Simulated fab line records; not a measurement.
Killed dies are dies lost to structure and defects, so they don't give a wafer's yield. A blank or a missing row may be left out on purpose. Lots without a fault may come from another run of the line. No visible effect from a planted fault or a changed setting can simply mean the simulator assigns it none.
Shared-tool check ; flow rit-cmos ; Sample size 14 lots and 42 wafers

== WHY IT WAS OPENED ==
RIT_PRETRO_OVL_MEAS_06, reading PRETRO_OVL: flagged on 3 of 14 lots. Fault-free wafers read -0.2 nm, with a standard deviation of 1.4.
Rule: flag the lot when none of its wafers has a number, or when each of its wafers that has one lies beyond 4 standard deviations from that mean. All remaining lots are regarded as sound.

lot;measured;on;PRETRO_OVL (nm), wafer by wafer;flag
L805;day 2 09:44;overlay-01;-0.8 -1.7 -2.2;
L806;day 2 13:46;overlay-02;-1.8 -0.4 0.2;
L807;day 2 17:58;overlay-01;-4.0 -1.5 0.3;
L808;day 2 23:26;overlay-01;-0.8 -2.5 -2.4;
L809;day 3 04:53;overlay-02;-2.9 -2.7 -1.4;
L810;day 3 09:50;overlay-02;1.2 -0.7 1.3;
L811;day 3 15:04;overlay-01;-0.4 -1.3 -2.0;
L814;day 4 05:08;overlay-01;0.0 -1.3 0.6;
L815;day 4 11:06;overlay-02;1.5 0.6 0.5;
L817;day 4 21:42;overlay-02;-151.9 -150.2 -149.3;FLAGGED
L818;day 5 02:58;overlay-01;-2.4 -2.6 -2.6;
L820;day 5 10:55;overlay-01;-149.7 -150.7 -149.3;FLAGGED
L821;day 5 15:22;overlay-02;-145.9 -149.1 -149.4;FLAGGED
L823;day 6 03:07;overlay-01;-1.6 -2.1 -0.8;
The numbers of the flagged lots are -149.5 nm on average: -149.3 nm against the usual, or -99 or more standard deviations.

== TOOL THAT RAN EACH LOT ==
The record keeps 1 process step preceding the reading, out of 202 steps on the route. In each cell: the tool, then ch and the chambers that the sampled wafers went through, then the start.
lot;flag;RIT_PRETRO_EXPOSE_03
L805;;iline-stepper-02 ch 0, day 2 09:19
L806;;iline-stepper-02 ch 0, day 2 13:21
L807;;iline-stepper-02 ch 0, day 2 17:32
L808;;iline-stepper-02 ch 0, day 2 23:01
L809;;iline-stepper-02 ch 0, day 3 04:28
L810;;iline-stepper-02 ch 0, day 3 09:25
L811;;iline-stepper-02 ch 0, day 3 14:37
L814;;iline-stepper-02 ch 0, day 4 04:43
L815;;iline-stepper-02 ch 0, day 4 10:40
L817;FLAGGED;iline-stepper-01 ch 0, day 4 21:16
L818;;iline-stepper-02 ch 0, day 5 02:30
L820;FLAGGED;iline-stepper-01 ch 0, day 5 10:29
L821;FLAGGED;iline-stepper-01 ch 0, day 5 14:56
L823;;iline-stepper-02 ch 0, day 6 02:39
What is done by these steps:
- RIT_PRETRO_EXPOSE_03: exposes mask M5, target cd 43700 nm.
- RIT_PRETRO_OVL_MEAS_06

== FLAGGED AGAINST TOTAL, ONE TOOL AT A TIME (gauges that did the reading follow at the end) ==
step;tool;lots run;flagged;share of the flagged lots;sound lots run after its first flagged lot
RIT_PRETRO_EXPOSE_03;iline-stepper-01;3;3;all;0
RIT_PRETRO_EXPOSE_03;iline-stepper-02;11;0;none;-
RIT_PRETRO_OVL_MEAS_06;overlay-01;8;1;some;1 (L823)
RIT_PRETRO_OVL_MEAS_06;overlay-02;6;2;some;0

== WHAT THE TABLE ALLOWS ==
Rows of the table that ran each flagged lot: 1, that is iline-stepper-01 at RIT_PRETRO_EXPOSE_03.
- iline-stepper-01 at RIT_PRETRO_EXPOSE_03 ran 3 lots, 3 of them flagged. Because this sample shows no sound lot run on it before its first flagged lot, the start cannot be pinned down more closely.
What remains is a single tool, iline-stepper-01 at RIT_PRETRO_EXPOSE_03.

== WHAT THE SIMULATOR HAD INSERTED ==
Scanner matching overlay: iline-stepper-01, from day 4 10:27 on, at RIT_PRETRO_EXPOSE_03. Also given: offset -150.
Struck lots among those shown: L817, L820, L821. This agrees with what the rule above found.
